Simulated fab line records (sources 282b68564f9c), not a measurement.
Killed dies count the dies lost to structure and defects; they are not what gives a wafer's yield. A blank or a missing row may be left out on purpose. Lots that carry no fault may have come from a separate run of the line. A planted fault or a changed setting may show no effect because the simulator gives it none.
Struck lot and sound lot, side by side | flow ritCmos | 44 steps out of a route of 202
Sound: the wafers L266.3, L266.5, L266.6. Wafers struck: L270.1, L270.2, L270.6. The cause is given at the end.
Per side, at each step with rows, come the tool, then ch with its chambers, and then its first start. Under that, the readings that differ: sound wafers | struck wafers | difference of the means | sigmas: that difference in standard deviations of wafers without a fault.
alike: readings whose means differ by less than 2 such deviations, and words and numbers that are the same on both sides. not compared: withheld readings, readings that some wafer has no value for, bounds like >300 that may hide the same value, and numbers for which the record gives no deviation and whose values overlap.
Wherever a step has rows on one side only, a row that says differs or no value, or a row with sigmas, the two part there. Non-overlapping numbers with no deviation appear without sigmas and do not part them. Lack of a reading on every wafer of one side parts them only where that side has two or more wafers.

first, 1 step without rows for these wafers: RIT_ACTIVE_DEVELOP_10 (develop time 50 s).
RIT_ACTIVE_CD_MEAS_11: target cd 1400 nm.
  struck on cdSem-01, day 2 16:35; sound on cdSem-01, day 1 19:29
  alike: cdNm
then, 1 step without rows for these wafers: RIT_ACTIVE_HARDBAKE_12 (time 60 s).
RIT_ACTIVE_ETCH_13: etches Si3N4 in SF6, stops on SiO2, time 210 s, target depth 210 nm.
  sound on rieDiel-03 ch 2,3, day 1 19:43; struck on rieDiel-04 ch 1,3, day 2 16:51
  alike: drypumpMotorCurrentA, oesProductAu, throttleValvePct
  not compared: rfHoursCounterH
RIT_ACTIVE_STRIP_14: strips in O2, time 180 s.
  sound on plasmaAsher-03 ch 0,1, day 1 19:54; struck on plasmaAsher-01 ch 0,1, day 2 16:59
  alike: drypumpMotorCurrentA
  not compared: rfHoursCounterH
RIT_ACTIVE_CD_MEAS_90: target cd 1400 nm.
  struck on cdSem-01, day 2 17:10; sound on cdSem-02, day 1 20:04
  alike: cdNm
then, 4 steps without rows for these wafers: RIT_ACTIVE_CLEAN_15 (cleans in SC1, time 600 s); RIT_ACTIVE_CLEAN_16 (cleans in dHF, time 30 s); RIT_ACTIVE_CLEAN_17 (cleans in SC2, time 600 s); RIT_FOX1_OXIDATION_00 (target thk 350.7 nm, ox time 1130 s).
RIT_FOX1_THK_MEAS_01:
  struck on filmMetro-04, day 2 19:14; sound on filmMetro-02, day 2 02:21
  alike: FOX1_OXIDE_THK
then, 1 step without rows for these wafers: RIT_FOX1_WET_ETCH_02 (etches SiO2 in BOE, target depth 350 nm, time 390 s).
RIT_FOX2_OXIDATION_00: target thk 350.7 nm, ox time 1130 s.
  sound on furnace-01 ch 0, day 2 03:40; struck on furnace-03 ch 0, day 2 23:47
  alike: oxTempC
RIT_FOX2_THK_MEAS_01:
  struck on filmMetro-02, day 3 01:06; sound on filmMetro-04, day 2 04:59
reading             | sound       | struck      | difference | sigmas
FOX2_OXIDE_THK (nm) | 345 346 343 | 511 521 512 | +170       | +25
RIT_FOX2_CLEAN_02: cleans in dHF, time 180 s.
  sound on wetBench-04 ch 1, day 2 05:02; struck on wetBench-03 ch 3, day 3 01:11
reading                                    | sound             | struck            | difference | sigmas
model.SiO2_of_FOX2_OXIDATION_00.thkNm (nm) | 328.6 329.4 326.6 | 494.4 504.8 495.9 | +170.2     | 
model.Si3N4_of_ACTIVE_CVD_03.thkNm (nm)    | 133.9 133.9 135.5 | 126.7 126.9 126.9 | -7.6       | 
RIT_FOX2_WET_ETCH_03: etches Si3N4 in H3PO4, target depth 195 nm, time 2700 s.
  sound on wetBench-03 ch 0, day 2 05:05; struck on wetBench-04 ch 2, day 3 01:15
reading                                    | sound             | struck            | difference | sigmas
model.SiO2_of_FOX2_OXIDATION_00.thkNm (nm) | 317.9 318.7 315.8 | 483.9 494.4 485.3 | +170.4     | 
RIT_FOX2_THK_MEAS_90:
  struck on filmMetro-03, day 3 02:07; sound on filmMetro-03, day 2 05:52
reading                     | sound       | struck      | difference | sigmas
FIELD_OXIDE_LEFT_1_THK (nm) | 318 318 316 | 484 494 485 | +170       | +26
then, 6 steps without rows for these wafers: RIT_NWELL_HMDS_00 (prime time 60 s); RIT_NWELL_COAT_01 (resist thk 1300 nm); RIT_NWELL_SOFTBAKE_02 (time 60 s); RIT_NWELL_EXPOSE_03 (exposes mask M2, target cd 43900 nm); RIT_NWELL_PEB_04; RIT_NWELL_DEVELOP_05 (develop time 68 s).
RIT_NWELL_OVL_MEAS_06:
  struck on overlay-01, day 3 03:19; sound on overlay-02, day 2 06:56
  alike: NWELL_OVL
then, 2 steps without rows for these wafers: RIT_NWELL_HARDBAKE_07 (time 120 s); RIT_NWELL_IMPLANT_08.
RIT_NWELL_STRIP_09: strips in O2, time 180 s.
  sound on plasmaAsher-02 ch 0,1, day 2 07:25; struck on plasmaAsher-03 ch 0,1, day 3 03:57
  alike: drypumpMotorCurrentA
  not compared: rfHoursCounterH
RIT_NWELL_TW_MEAS_10:
  struck on filmMetro-04, day 3 04:08; sound on filmMetro-04, day 2 07:33
  alike: NWELL_TW
then, 6 steps without rows for these wafers: RIT_PWELL_HMDS_00 (prime time 60 s); RIT_PWELL_COAT_01 (resist thk 1300 nm); RIT_PWELL_SOFTBAKE_02 (time 60 s); RIT_PWELL_EXPOSE_03 (exposes mask M3, target cd 43700 nm); RIT_PWELL_PEB_04; RIT_PWELL_DEVELOP_05 (develop time 71.04 s).
RIT_PWELL_OVL_MEAS_06:
  struck on overlay-01, day 3 05:39; sound on overlay-02, day 2 08:36
reading        | sound         | struck      | difference | sigmas
PWELL_OVL (nm) | 0.1 -0.2 -1.1 | 2.7 3.1 2.7 | +3.2       | +3
then, 2 steps without rows for these wafers: RIT_PWELL_HARDBAKE_07 (time 120 s); RIT_PWELL_IMPLANT_08.
RIT_PWELL_STRIP_09: strips in O2, time 180 s.
  sound on plasmaAsher-03 ch 0,1, day 2 09:05; struck on plasmaAsher-03 ch 0,1, day 3 06:20
  alike: drypumpMotorCurrentA
  not compared: rfHoursCounterH
RIT_PWELL_TW_MEAS_10:
  struck on filmMetro-04, day 3 06:30; sound on filmMetro-03, day 2 09:13
  alike: PWELL_TW
then, 1 step without rows for these wafers: RIT_WELLDRIVE_ANNEAL_00 (time 14700 s).
RIT_WELLDRIVE_RS_MEAS_01: the measuring method here is four-point-probe.
  struck on filmMetro-03, day 3 12:13; sound on filmMetro-03, day 2 15:08
  alike: NWELL_RS
RIT_WELLDRIVE_RS_MEAS_02: the measuring method here is four-point-probe.
  struck on filmMetro-03, day 3 12:20; sound on filmMetro-03, day 2 15:16
  alike: PWELL_RS
RIT_FOX2_THK_MEAS_91:
  struck on filmMetro-04, day 3 17:22; sound on filmMetro-03, day 2 19:10
reading                     | sound       | struck      | difference | sigmas
FIELD_OXIDE_LEFT_2_THK (nm) | 249 250 247 | 417 427 418 | +172       | +25
RIT_M1_PROBE_99:
  struck on prober-01, day 5 00:14; sound on prober-01, day 3 22:54
  alike: killedAtFrontEnd, killedDies, killedOpen, killedShort

WHERE THEY PART
First at RIT_FOX2_THK_MEAS_01; last, within this record, at RIT_FOX2_THK_MEAS_91. Later steps at which nothing parts them and some readings are alike: RIT_M1_PROBE_99.

WHY: whatever the simulator had introduced
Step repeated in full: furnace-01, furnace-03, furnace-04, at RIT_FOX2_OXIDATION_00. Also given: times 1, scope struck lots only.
